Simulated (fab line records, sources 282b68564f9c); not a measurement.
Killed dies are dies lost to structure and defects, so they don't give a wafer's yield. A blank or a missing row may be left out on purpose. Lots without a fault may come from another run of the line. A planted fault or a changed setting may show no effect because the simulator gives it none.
Split-lot experiment | flow rit_cmos | 5 lots, 23 wafers read, on a route of 202 steps

THE SPLIT
At RIT_NRETRO_COAT_01 (resist thk 1300 nm), the setting spin_rpm was moved away from the recipe's 2000 rpm on 7 of the 23 wafers read, by -7.2% to +2.0%. The other wafers ran this setting at the recipe's value.

The reading is taken at the split's own step.

THE READING
NOVOLAK_of_NRETRO_COAT_01.thk_nm (the simulator's own value, which no gauge read), in nm, at RIT_NRETRO_COAT_01 (resist thk 1300 nm). The file gives no usual value for it. The 16 wafers here that ran the recipe average 1302 nm, standard deviation 4.2 nm.

wafer  | tool, chamber at the split | spin_rpm as run, rpm | against the recipe | NOVOLAK_of_NRETRO_COAT_01.thk_nm, nm | against lot-mates on the recipe
L074.1 | litho_track-01, 0          | 1857                 | -7.2%              | 1344                                 | +48
L074.2 | litho_track-01, 0          | 1857                 | -7.2%              | 1348                                 | +52
L074.3 | litho_track-01, 0          | 1857                 | -7.2%              | 1350                                 | +54
L074.5 | litho_track-01, 0          | 2000                 | recipe             | 1297                                 | -
L074.6 | litho_track-01, 0          | 2000                 | recipe             | 1296                                 | -
L076.1 | litho_track-04, 0          | 2040                 | +2.0%              | 1285                                 | -15
L076.2 | litho_track-04, 0          | 2000                 | recipe             | 1301                                 | -
L076.3 | litho_track-04, 0          | 2000                 | recipe             | 1299                                 | -
L076.4 | litho_track-04, 0          | 2040                 | +2.0%              | 1289                                 | -11
L076.6 | litho_track-04, 0          | 2000                 | recipe             | 1300                                 | -
L080.1 | litho_track-03, 0          | 2000                 | recipe             | 1306                                 | -
L080.2 | litho_track-03, 0          | 2000                 | recipe             | 1311                                 | -
L080.3 | litho_track-03, 0          | 2000                 | recipe             | 1310                                 | -
L080.5 | litho_track-03, 0          | 2000                 | recipe             | 1304                                 | -
L080.6 | litho_track-03, 0          | 2000                 | recipe             | 1305                                 | -
L084.1 | litho_track-04, 0          | 2000                 | recipe             | 1300                                 | -
L084.6 | litho_track-04, 0          | 2000                 | recipe             | 1300                                 | -
L084.3 | litho_track-04, 0          | 1960                 | -2.0%              | 1313                                 | +14
L084.4 | litho_track-04, 0          | 1960                 | -2.0%              | 1315                                 | +16
L084.5 | litho_track-04, 0          | 2000                 | recipe             | 1298                                 | -
L085.2 | litho_track-03, 0          | 2000                 | recipe             | 1300                                 | -
L085.4 | litho_track-03, 0          | 2000                 | recipe             | 1300                                 | -
L085.6 | litho_track-03, 0          | 2000                 | recipe             | 1302                                 | -

THE FIT
A straight line over all 23 wafers: NOVOLAK_of_NRETRO_COAT_01.thk_nm changes by -6.44 nm for each +1% of spin_rpm; r = -0.98; the points scatter about the line by 3.9 nm.
The same after taking each lot's own level away (the mean of its wafers on the recipe; 23 wafers): -7.07 nm for each +1%; r = -0.99; scatter 1.9 nm.
On that fit, the largest move of spin_rpm shifts the reading by 51 nm.
The lots' own levels span 1296.5 to 1307.2 nm, that is 2.6 times the standard deviation above.
So the lot-to-lot level changes the slope little: the two slopes agree.
Check: with one of the wafers moved furthest among these (-7.2%) left out of the fit, the line predicts +52.1 nm for it against its lot-mates. It came out at +47.5 nm against them.

OTHER SPLITS ON THESE WAFERS
These wafers also went through other splits before the reading. Each is held against what the fit with the lots' levels taken away leaves over:
other split on the same wafers  | wafers away from the commonest value | r with NOVOLAK_of_NRETRO_COAT_01.thk_nm (lot level and that fit taken away)
RIT_NWELL_COAT_01 resist_thk_nm | 8                                    | +0.11
RIT_NWELL_IMPLANT_08 dose_cm2   | 12                                   | -0.09
RIT_PWELL_IMPLANT_08 energy_kev | 12                                   | +0.03

THE FILE'S OWN FIT
NOVOLAK_of_NRETRO_COAT_01.thk_nm changes by -7.05 nm for each +1% of spin_rpm, r = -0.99.
